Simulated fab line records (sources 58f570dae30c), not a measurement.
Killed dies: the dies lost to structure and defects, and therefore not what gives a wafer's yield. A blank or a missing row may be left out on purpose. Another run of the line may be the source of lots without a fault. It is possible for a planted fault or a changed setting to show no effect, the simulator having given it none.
A struck lot beside a sound one | flow berkeley cmos170 | 14 out of 331 route steps
Sound: wafers L758.1, L758.2, L758.5. Wafers struck: L769.2, L769.4, L769.6. The cause is given at the end.
For every step that has rows: the tool of each side, followed by ch and its chambers, followed by its first start. Under that, the readings that differ: sound wafers | struck wafers | difference of the means | sigmas: that difference in standard deviations of wafers without a fault.
alike: words and numbers the same on both sides, and readings whose means are apart by under 2 such deviations; not compared: readings that were withheld, readings missing a value for some wafer, numbers with overlapping values and no deviation given by the record, and bounds like >300 which may hide the same value.
The two part at a step that has a row with sigmas, a row that says differs or no value, or rows on one side only. When numbers do not overlap yet have no deviation, they are printed without sigmas and do not part them. A reading missing from all wafers of one side parts the sides only when that side holds two or more wafers.

UCB170_PLDD_CD_MEAS_06 targets a cd of 1200 nm.
  struck on cd sem-02, day 11 01:31; sound on cd sem-01, day 9 14:49
  alike: cd nm
UCB170_PLDD_OVL_MEAS_07:
  struck on overlay-01, day 11 01:38; sound on overlay-02, day 9 14:56
  reading       | sound | struck     | difference | sigmas
  PLDD_OVL (nm) | 0 1 1 | -9 -10 -14 | -12        | -2
then, 2 steps without rows for these wafers: UCB170_PLDD_IMPLANT_08; UCB170_PLDD_IMPLANT_09.
UCB170_PLDD_STRIP_10: strips in O2.
  sound on plasma asher-02 ch 0,1, day 9 15:17; struck on plasma asher-03 ch 0,1, day 11 01:59
  alike: drypump motor current A, o2 flow sccm, oes product au, strip time to endpoint s
  not compared: rf hours counter h
UCB170_PLDD_TW_MEAS_11:
  struck on film metro-02, day 11 02:05; sound on film metro-02, day 9 15:23
  alike: PLDD_TW
then, 6 steps without rows for these wafers: UCB170_PLDD_CLEAN_12 (cleans in SPM, time 600 s); UCB170_NLDD_HMDS_00 (prime time 60 s); UCB170_NLDD_COAT_01 (resist thk 900 nm); UCB170_NLDD_SOFTBAKE_02 (time 60 s); UCB170_NLDD_EXPOSE_03 (exposes mask NSELECT, target cd 1200 nm); UCB170_NLDD_PEB_04.
UCB170_NLDD_DEVELOP_05: develop time 45 s.
  sound on litho track-04 ch 0, day 9 17:00; struck on litho track-03, day 11 04:00
  no value came back on the struck wafers for chill plate temp C (C), develop time s (s), resist line temp C (C); on the sound wafers chill plate temp C (C) reads 23.08 23.18 22.85
  reading                               | sound           | struck            | difference | sigmas
  model.KrF_of_NLDD_COAT_01.thk nm (nm) | 886.7 885.5 888 | 899.3 902.2 898.3 | +13.2      |
UCB170_NLDD_CD_MEAS_06 targets a cd of 1200 nm.
  struck on cd sem-02, day 11 04:32; sound on cd sem-01, day 9 17:35
  reading    | sound                | struck | difference                    | sigmas
  cd nm (nm) | 1200.5 1199.8 1201.2 | - - -  | no value on the struck wafers |

WHERE THEY PART
Last at UCB170_NLDD_CD_MEAS_06 as far as this record goes, first at UCB170_PLDD_OVL_MEAS_07.

WHY: the cause the simulator had injected
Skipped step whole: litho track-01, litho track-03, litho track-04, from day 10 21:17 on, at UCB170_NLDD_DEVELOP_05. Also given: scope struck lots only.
